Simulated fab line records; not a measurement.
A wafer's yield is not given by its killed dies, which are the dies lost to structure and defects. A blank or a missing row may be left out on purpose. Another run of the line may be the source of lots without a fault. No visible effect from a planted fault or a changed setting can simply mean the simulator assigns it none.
The same fault as seen by 2 desks | flow berkeley-cmos170 | each desk has only its own numbers; what lay behind them comes last

TOOL OWNER'S DESK, implanter-02
UCB170_PLDD_IMPLANT_08, tool's own readings: per-lot mean of the sampled wafers with a number, covering each lot this tool ran. A lot is out of limits, marked OUT, if its mean lies more than 4 standard deviations from the usual mean; the brackets give that distance.
Columns: A = beam-on-s at UCB170_PLDD_IMPLANT_08, usual 10.16 s; B = dose-ions-cm2 at UCB170_PLDD_IMPLANT_08, usual 5e+13; C = faraday-current-uA at UCB170_PLDD_IMPLANT_08, usual 156
lot  | first seen here | A               | B                       | C
L285 | day 6 13:37     | 9.85            | 5e+13                   | 161
L287 | day 7 02:49     | 9.89            | 5e+13                   | 160
L294 | day 8 11:28     | 14.03 (+13) OUT | 9e+13 (+99 or more) OUT | 211 (+12) OUT
L298 | day 8 23:45     | 14.59 (+15) OUT | 9e+13 (+99 or more) OUT | 204 (+11) OUT
This desk's finding: out of limits on L294, L298; first on L294, day 8 11:28 (beam-on-s at UCB170_PLDD_IMPLANT_08). Within limits: L285, L287.

METROLOGY DESK
What the gauges read for every lot (on any tool): the sampled wafers with a number, averaged. A lot is out of limits, marked OUT, if its mean lies more than 4 standard deviations from the usual mean; the brackets give that distance.
Columns: A = PLDD_TW at UCB170_PLDD_TW_MEAS_11, usual 1012; B = PLDD_RS at UCB170_SDANNEAL_RS_MEAS_04, usual 1032.9 ohm/sq
lot  | first seen here | A              | B
L285 | day 6 14:01     | 1014           | 1033.2
L287 | day 7 03:12     | 1012           | 1039.4
L288 | day 7 13:03     | 1016           | 1032.4
L291 | day 8 05:22     | 1019           | 1032.9
L290 | day 8 05:47     | 1016           | 1026.9
L294 | day 8 11:52     | 1140 (+17) OUT | 782.0 (-87) OUT
L298 | day 9 00:08     | 1138 (+16) OUT | 780.7 (-87) OUT
L299 | day 9 00:36     | 1017           | 1032.8
L302 | day 9 12:06     | 1020           | 1035.3
L303 | day 9 15:25     | 999            | 1033.1
L304 | day 10 09:01    | 1007           | 1034.7
L307 | day 10 13:13    | 1015           | 1031.9
L306 | day 10 13:47    | 1001           | 1035.1
L308 | day 10 13:56    | 1009           | 1032.9
Finding of this desk: L294, L298 out of limits, first seen on L294 at day 8 11:52 (PLDD_TW at UCB170_PLDD_TW_MEAS_11). Within limits: L285, L287, L288, L291, L290, L299, L302, L303, L304, L307, L306, L308.

ALL TOGETHER
At day 8 11:28, on L294, L298, the tool owner's desk was in a position to raise an alarm.
L294, L298 would have let the metrology desk raise an alarm at day 8 11:52.
On implanter-02, each named lot ran UCB170_PLDD_IMPLANT_08.

WHAT HAD BEEN PUT IN BY THE SIMULATOR
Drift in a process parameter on implanter-02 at UCB170_PLDD_IMPLANT_08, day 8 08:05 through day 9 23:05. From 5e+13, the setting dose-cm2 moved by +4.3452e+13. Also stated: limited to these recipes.
Lots struck among those shown: L294, L298.
Hours from the fault's start to each desk's first reading out of limits: the tool owner's desk, 3; the metrology desk, 4.
